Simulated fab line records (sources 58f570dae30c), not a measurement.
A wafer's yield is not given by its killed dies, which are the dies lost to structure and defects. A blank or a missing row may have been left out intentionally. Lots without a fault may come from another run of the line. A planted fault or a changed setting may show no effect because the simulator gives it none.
8D (eight disciplines) problem report, filled in by code + flow berkeley cmos170 + the parts of the form that need people (team, actions taken, sign-off) are left out

== 1. WHAT WENT WRONG ==
cd nm at UCB170_M1_CD_MEAS_90 reads a mean of 686.9 nm on 6 wafers of 2 lots; wafers without a fault read 700.7 nm with a standard deviation of 2.7. That is -5.1 standard deviations from the usual mean.
The step: target cd 700 nm.
First observed at day 11 17:40: wafer L335.1, on cd sem-02. At this step, 42 wafers from 14 lots have a number in the record. Rule for "out", or "out of limits": more than 4 standard deviations from the usual mean. Any other wafer with a number is counted as sound.

== 2. WHAT IT IS, WHAT IT ISN'T ==
| question                    | is                     | is not                                                                    |
|-----------------------------|------------------------|---------------------------------------------------------------------------|
| which readings at this step | cd nm                  | -                                                                         |
| which lots                  | L335, L337             | L319, L320, L321, L322, L323, L324, L326, L329, L330, L333, L339, L340    |
| which wafers of those lots  | all that have a number | -                                                                         |
| read on which gauges        | cd sem-02              | cd sem-01                                                                 |
| when                        | from day 11 17:40      | up to then (30 sound wafers); but 6 sound wafers of L339, L340 came after |

== 3. WHAT RULES OUT EACH SUSPECT ==
Counting: any tool at a process step up to the reading is kept as a suspect provided that every lot that is out went through it and no sound lot did after the first of them.
- the gauge at UCB170_M1_CD_MEAS_90 is ruled out. All the wafers that are out were read on cd sem-02, but those of them that UCB170_M1_STRIP_13 has rows for are out there too, on other tools.
- rie metal-03 at UCB170_M1_METAL_ETCH_12 (etches Al in Cl2/BCl3, stops on PSG, target depth 780 nm, time 130 s): kept. It processed each lot that is out, first L335 at day 11 17:26, and no sound lot thereafter; up to then, the last sound lot it processed was L333 at day 11 02:28.
The count leaves rie metal-03 at UCB170_M1_METAL_ETCH_12.

== 4. THE CAUSE (what the simulator had put in) ==
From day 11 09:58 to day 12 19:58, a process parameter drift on rie metal-03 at UCB170_M1_METAL_ETCH_12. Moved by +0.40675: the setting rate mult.
The count eliminated every tool but this one.

== 5. THE CHAIN OF EFFECTS, in route order ==
Each row: a reading whose mean over the struck wafers that have a number lies more than 3 standard deviations from the usual. Scope: only readings with a usual standard deviation given in the record; hours: median across lots of the time from each lot's start at the first step in this table that gives one to its start at this step; sigmas: change in usual standard deviations.
| hours | step                 | reading        | usual      | on struck wafers | change | sigmas |
|-------|----------------------|----------------|------------|------------------|--------|--------|
| 0     | UCB170_M1_STRIP_13   | oes product au | 0.720 a.u. | 0.595            | -0.125 | -28    |
| 0     | UCB170_M1_CD_MEAS_90 | cd nm          | 700.7 nm   | 686.9            | -13.8  | -5.1   |
It contains these process steps:
- UCB170_M1_STRIP_13: strips in O2.

== 6. WHAT WOULD HAVE CAUGHT IT SOONER ==
In this record the first reading out of limits at a measuring or inspecting step was taken at day 11 17:40, 8 hours after the fault began at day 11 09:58.
No tool reading at UCB170_M1_METAL_ETCH_12 that has a usual standard deviation in the record was out on any struck wafer, so an alarm limit of 4 standard deviations on those readings would not have fired.
Among the 2 lots that are out, L337 began UCB170_M1_METAL_ETCH_12 on rie metal-03 after day 11 17:40. Holding the tool at that time would have saved it.
